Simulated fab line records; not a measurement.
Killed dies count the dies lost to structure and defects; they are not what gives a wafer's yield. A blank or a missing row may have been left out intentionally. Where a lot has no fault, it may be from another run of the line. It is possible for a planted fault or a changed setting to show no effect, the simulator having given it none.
A sampling plan put to the test -- flow berkeley-cmos170 -- one fab line, 34 faults that these records tell of, each judged on the records of the lots that it struck
The plan is the line's own looks: the steps of the route at which a gauge or an inspection reads the wafer and doesn't change it. A look can be judged if struck wafers have a number there and the file gives its usual mean and standard deviation on fault-free wafers. Caught: at a look after the fault's first step, the mean of the struck wafers lies 4 or more of those standard deviations (sigma) from the usual mean. On the tool: the test repeated on the tool's own readings taken at the fault's steps. Caught also covers a different recipe on the struck wafers, or a record left blank for those wafers only.

## THE FAULTS, as the simulator had put them in
1. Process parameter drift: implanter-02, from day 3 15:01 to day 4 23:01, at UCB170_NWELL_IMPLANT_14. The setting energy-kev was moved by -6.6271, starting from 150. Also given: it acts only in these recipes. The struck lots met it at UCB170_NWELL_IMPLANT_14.
2. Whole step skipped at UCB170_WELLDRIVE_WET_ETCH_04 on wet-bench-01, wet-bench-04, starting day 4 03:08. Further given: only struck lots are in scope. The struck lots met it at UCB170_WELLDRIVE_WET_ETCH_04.
3. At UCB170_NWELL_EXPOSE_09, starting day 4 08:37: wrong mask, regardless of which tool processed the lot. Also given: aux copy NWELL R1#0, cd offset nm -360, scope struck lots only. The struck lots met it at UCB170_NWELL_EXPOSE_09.
4. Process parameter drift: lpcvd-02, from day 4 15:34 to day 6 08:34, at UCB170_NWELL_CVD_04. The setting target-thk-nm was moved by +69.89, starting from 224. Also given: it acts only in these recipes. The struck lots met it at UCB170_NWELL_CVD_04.
5. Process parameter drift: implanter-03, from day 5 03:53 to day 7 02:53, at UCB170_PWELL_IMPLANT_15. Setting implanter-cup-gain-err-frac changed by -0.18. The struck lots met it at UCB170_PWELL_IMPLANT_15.
6. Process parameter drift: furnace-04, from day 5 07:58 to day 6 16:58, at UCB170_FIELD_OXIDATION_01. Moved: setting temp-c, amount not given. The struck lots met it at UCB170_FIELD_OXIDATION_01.
7. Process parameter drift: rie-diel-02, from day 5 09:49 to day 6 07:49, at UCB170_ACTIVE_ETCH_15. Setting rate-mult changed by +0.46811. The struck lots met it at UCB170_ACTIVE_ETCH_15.
8. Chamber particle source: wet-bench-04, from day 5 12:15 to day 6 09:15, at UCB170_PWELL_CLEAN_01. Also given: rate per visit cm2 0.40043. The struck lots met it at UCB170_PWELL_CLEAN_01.
9. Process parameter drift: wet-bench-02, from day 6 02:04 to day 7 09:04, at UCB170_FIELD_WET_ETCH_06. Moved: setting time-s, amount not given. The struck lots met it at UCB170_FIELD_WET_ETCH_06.
10. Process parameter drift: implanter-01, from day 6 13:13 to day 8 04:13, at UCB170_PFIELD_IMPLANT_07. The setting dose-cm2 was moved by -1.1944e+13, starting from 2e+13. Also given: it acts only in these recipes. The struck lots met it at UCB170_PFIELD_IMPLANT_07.
11. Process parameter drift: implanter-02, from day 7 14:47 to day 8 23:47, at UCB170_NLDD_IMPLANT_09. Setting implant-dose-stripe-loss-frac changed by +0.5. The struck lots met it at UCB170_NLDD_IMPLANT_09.
12. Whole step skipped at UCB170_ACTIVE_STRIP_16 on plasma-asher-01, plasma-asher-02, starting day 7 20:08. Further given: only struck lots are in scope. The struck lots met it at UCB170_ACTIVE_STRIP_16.
13. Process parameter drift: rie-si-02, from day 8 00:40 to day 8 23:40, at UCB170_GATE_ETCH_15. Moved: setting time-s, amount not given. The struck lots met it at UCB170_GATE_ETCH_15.
14. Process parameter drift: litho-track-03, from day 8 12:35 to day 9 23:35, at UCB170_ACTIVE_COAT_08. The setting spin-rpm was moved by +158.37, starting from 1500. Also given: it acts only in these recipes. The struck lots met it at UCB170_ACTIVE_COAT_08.
15. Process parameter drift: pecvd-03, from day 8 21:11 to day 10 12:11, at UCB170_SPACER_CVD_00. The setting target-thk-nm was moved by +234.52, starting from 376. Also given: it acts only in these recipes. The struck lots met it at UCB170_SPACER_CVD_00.
16. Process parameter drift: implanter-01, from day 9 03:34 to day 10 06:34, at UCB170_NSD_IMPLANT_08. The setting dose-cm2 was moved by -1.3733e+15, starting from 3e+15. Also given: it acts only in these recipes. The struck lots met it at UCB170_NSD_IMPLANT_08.
17. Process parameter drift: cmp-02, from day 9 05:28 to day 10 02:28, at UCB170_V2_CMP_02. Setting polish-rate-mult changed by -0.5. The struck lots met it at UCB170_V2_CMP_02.
18. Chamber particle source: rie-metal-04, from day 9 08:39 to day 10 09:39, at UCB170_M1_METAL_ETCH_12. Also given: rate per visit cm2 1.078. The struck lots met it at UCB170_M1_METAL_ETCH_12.
19. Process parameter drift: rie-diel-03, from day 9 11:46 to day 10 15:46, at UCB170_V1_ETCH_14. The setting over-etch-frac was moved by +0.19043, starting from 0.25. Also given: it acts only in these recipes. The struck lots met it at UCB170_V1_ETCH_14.
20. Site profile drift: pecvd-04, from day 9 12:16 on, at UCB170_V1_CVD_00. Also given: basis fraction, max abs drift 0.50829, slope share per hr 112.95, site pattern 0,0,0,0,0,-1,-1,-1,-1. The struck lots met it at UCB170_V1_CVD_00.
21. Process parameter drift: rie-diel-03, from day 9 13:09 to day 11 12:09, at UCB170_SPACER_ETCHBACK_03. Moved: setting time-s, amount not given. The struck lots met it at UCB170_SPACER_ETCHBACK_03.
22. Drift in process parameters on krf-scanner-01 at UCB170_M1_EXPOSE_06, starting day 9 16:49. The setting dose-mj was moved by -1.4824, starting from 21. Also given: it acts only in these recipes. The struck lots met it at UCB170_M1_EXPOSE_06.
23. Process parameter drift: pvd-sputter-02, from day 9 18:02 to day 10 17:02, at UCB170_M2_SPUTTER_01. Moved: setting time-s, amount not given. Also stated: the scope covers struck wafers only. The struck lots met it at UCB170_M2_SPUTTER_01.
24. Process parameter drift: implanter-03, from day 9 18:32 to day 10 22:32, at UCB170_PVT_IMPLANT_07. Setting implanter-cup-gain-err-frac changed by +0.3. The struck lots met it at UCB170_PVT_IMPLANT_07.
25. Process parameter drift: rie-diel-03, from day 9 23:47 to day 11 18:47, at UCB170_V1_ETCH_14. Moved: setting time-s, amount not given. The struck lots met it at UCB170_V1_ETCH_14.
26. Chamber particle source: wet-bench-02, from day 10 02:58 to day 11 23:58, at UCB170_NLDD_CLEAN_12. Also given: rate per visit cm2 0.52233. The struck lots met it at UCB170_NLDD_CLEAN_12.
27. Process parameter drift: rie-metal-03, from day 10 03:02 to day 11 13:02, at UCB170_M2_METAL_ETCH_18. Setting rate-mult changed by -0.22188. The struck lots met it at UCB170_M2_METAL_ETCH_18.
28. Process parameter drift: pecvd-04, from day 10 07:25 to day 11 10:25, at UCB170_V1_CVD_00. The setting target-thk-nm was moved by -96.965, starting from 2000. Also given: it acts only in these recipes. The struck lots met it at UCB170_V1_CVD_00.
29. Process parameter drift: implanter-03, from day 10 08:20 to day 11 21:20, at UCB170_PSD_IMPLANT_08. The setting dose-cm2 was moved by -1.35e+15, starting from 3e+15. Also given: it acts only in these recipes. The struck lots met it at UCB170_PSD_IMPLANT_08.
30. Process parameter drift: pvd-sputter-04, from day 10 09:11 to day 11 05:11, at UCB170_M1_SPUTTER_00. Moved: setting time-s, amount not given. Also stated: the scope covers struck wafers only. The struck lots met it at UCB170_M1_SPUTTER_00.
31. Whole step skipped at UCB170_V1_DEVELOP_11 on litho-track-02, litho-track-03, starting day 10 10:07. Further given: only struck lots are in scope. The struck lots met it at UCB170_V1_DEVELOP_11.
32. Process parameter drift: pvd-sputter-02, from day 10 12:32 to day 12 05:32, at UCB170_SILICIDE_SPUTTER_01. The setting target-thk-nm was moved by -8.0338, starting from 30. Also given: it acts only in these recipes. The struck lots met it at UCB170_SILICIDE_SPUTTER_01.
33. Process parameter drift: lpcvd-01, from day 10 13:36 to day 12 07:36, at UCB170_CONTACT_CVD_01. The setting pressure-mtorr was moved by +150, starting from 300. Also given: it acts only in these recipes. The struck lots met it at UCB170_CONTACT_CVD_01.
34. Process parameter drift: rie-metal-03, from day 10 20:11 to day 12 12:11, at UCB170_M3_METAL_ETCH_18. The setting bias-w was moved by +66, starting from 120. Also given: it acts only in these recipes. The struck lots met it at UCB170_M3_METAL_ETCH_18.

## WHAT THE PLAN SAW
fault,on the tool itself,first look that catches it,"reading, sigma",median hours from its first step to that look,hours from the fault's start to the first struck lot there,judged looks passed uncaught
1,beam-energy-keV -99 or beyond sigma,no look after it can be judged,-,-,-,0
2,no reading that can be judged,no look after it can be judged,-,-,-,0
3,no reading that can be judged,not the one look that can be judged after it,-,-,-,1
4,under 2 sigma,UCB170_NWELL_THK_MEAS_05,NWELL_NITRIDE_THK +37,1.9,7,0
5,beam-on-s +10 sigma,UCB170_PWELL_TW_MEAS_17,PWELL_TW +13,0.2,7,0
6,tube-center-temp-C +99 or beyond sigma,UCB170_FIELD_THK_MEAS_02,FIELD_OXIDE_THK +8.1,3.0,6,0
7,under 2 sigma,no look after it can be judged,-,-,-,0
8,no reading that can be judged,no look after it can be judged,-,-,-,0
9,no reading that can be judged,none of the 7 looks that can be judged after it,"strongest: FIELD_OXIDE_LEFT_1_THK at UCB170_FIELD_THK_MEAS_90, +3.4",-,-,7
10,dose-ions-cm2 -99 or beyond sigma,UCB170_PFIELD_TW_MEAS_09,PFIELD_TW -48,0.2,13,0
11,under 2 sigma,UCB170_NLDD_TW_MEAS_11,NLDD_TW -9.4,0.2,3,0
12,no reading that can be judged,not the one look that can be judged after it,-,-,-,1
13,run-length-s -54 sigma,no look after it can be judged,-,-,-,0
14,spin-speed-rpm +99 or beyond sigma,not the one look that can be judged after it,-,-,-,1
15,under 2 sigma,UCB170_SPACER_THK_MEAS_01,SPACER_TEOS_THK +45,0.0,6,0
16,dose-ions-cm2 -99 or beyond sigma,UCB170_NSD_TW_MEAS_10,NSD_TW -14,0.2,5,0
17,under 2 sigma,UCB170_V2_THK_MEAS_04,V2_POLISHED_THK +99 or beyond,0.3,9,1
18,under 2 sigma,none of the 2 looks that can be judged after it,-,-,-,2
19,oes-product-au -6.8 sigma,not the one look that can be judged after it,-,-,-,1
20,under 2 sigma,UCB170_V1_THK_MEAS_01,V1_TEOS_THK -18,0.2,6,0
21,run-length-s -48 sigma,no look after it can be judged,-,-,-,0
22,exposure-dose-mJ-cm2 -54 sigma,UCB170_M1_CD_MEAS_09,cd-nm +7.5,1.1,4,0
23,under 2 sigma,UCB170_M2_RS_MEAS_02,M2_AL_RS +99 or beyond,0.1,3,0
24,faraday-current-uA +14 sigma,UCB170_PVT_TW_MEAS_09,PVT_TW -17,0.2,0,0
25,run-length-s -69 sigma,not the one look that can be judged after it,-,-,-,1
26,no reading that can be judged,not the one look that can be judged after it,-,-,-,1
27,under 2 sigma,not the one look that can be judged after it,"strongest: cd-nm at UCB170_M2_CD_MEAS_90, +3.8",-,-,1
28,under 2 sigma,not the one look that can be judged after it,"strongest: V1_TEOS_THK at UCB170_V1_THK_MEAS_01, -3.5",-,-,1
29,dose-ions-cm2 -99 or beyond sigma,UCB170_PSD_TW_MEAS_10,PSD_TW -33,0.2,10,0
30,under 2 sigma,UCB170_M1_RS_MEAS_01,M1_AL_RS +99 or beyond,0.1,1,0
31,no reading that can be judged,no look after it can be judged,-,-,-,0
32,under 2 sigma,UCB170_SILICIDE_RS_MEAS_02,SILICIDE_TI_RS +27,0.0,10,0
33,pressure-mtorr +99 or beyond sigma,UCB170_CONTACT_THK_MEAS_02,CONTACT_PSG_THK +27,1.8,12,0
34,bias-w +99 or beyond sigma,no look after it can be judged,-,-,-,0
A dash: the fault isn't caught, or these records don't give the number.

Caught at a look: 16 of 34. Caught on the tool: 15 of 34. By one or the other: 23 of 34.
On the tool alone, faults 1, 13, 14, 19, 21, 25, 34 were caught.
Caught at a look alone: faults 4, 11, 15, 17, 20, 23, 30, 32.
Caught by neither: faults 2, 3, 7, 8, 9, 12, 18, 26, 27, 28, 31.

## THINNER SAMPLING
If the look that catches a fault measured only every second or every third lot, by lot number, the first struck lot would be measured this late in the worst case:
fault,"struck lots at that look, in order of time",every lot,every second lot,every third lot
4,"L453, L454",7 h,7 h,may miss all 2
5,"L979, L984",7 h,27 h,may miss all 2
6,"L905, L906",6 h,6 h,may miss all 2
10,"L565, L569",13 h,may miss all 2,may miss all 2
11,"L871, L872, L874",3 h,17 h,may miss all 3
15,"L146, L148",6 h,may miss all 2,may miss all 2
16,"L871, L875, L874",5 h,22 h,may miss all 3
17,"L973, L974",9 h,15 h,may miss all 2
20,"L889, L892, L894, L893",6 h,12 h,26 h
22,"L292, L293, L295",4 h,5 h,may miss all 3
23,"L257, L258",3 h,10 h,may miss all 2
24,"L184, L186, L187",0 h,8 h,may miss all 3
29,"L378, L379, L382",10 h,10 h,may miss all 3
30,"L596, L602",1 h,may miss all 2,may miss all 2
32,"L351, L353",10 h,may miss all 2,may miss all 2
33,"L511, L512, L513",12 h,12 h,12 h
Hours: fault start to first struck lot measured. The limit of 4 sigma was tested on all struck wafers together, so one lot alone may lie under it. Other struck lots may not be in these records.

## THE LONGEST TIMED WAY FROM STEP TO LOOK
In fault 6, a median of 3.0 hours elapses between UCB170_FIELD_OXIDATION_01 and UCB170_FIELD_THK_MEAS_02. No look between them can be judged.
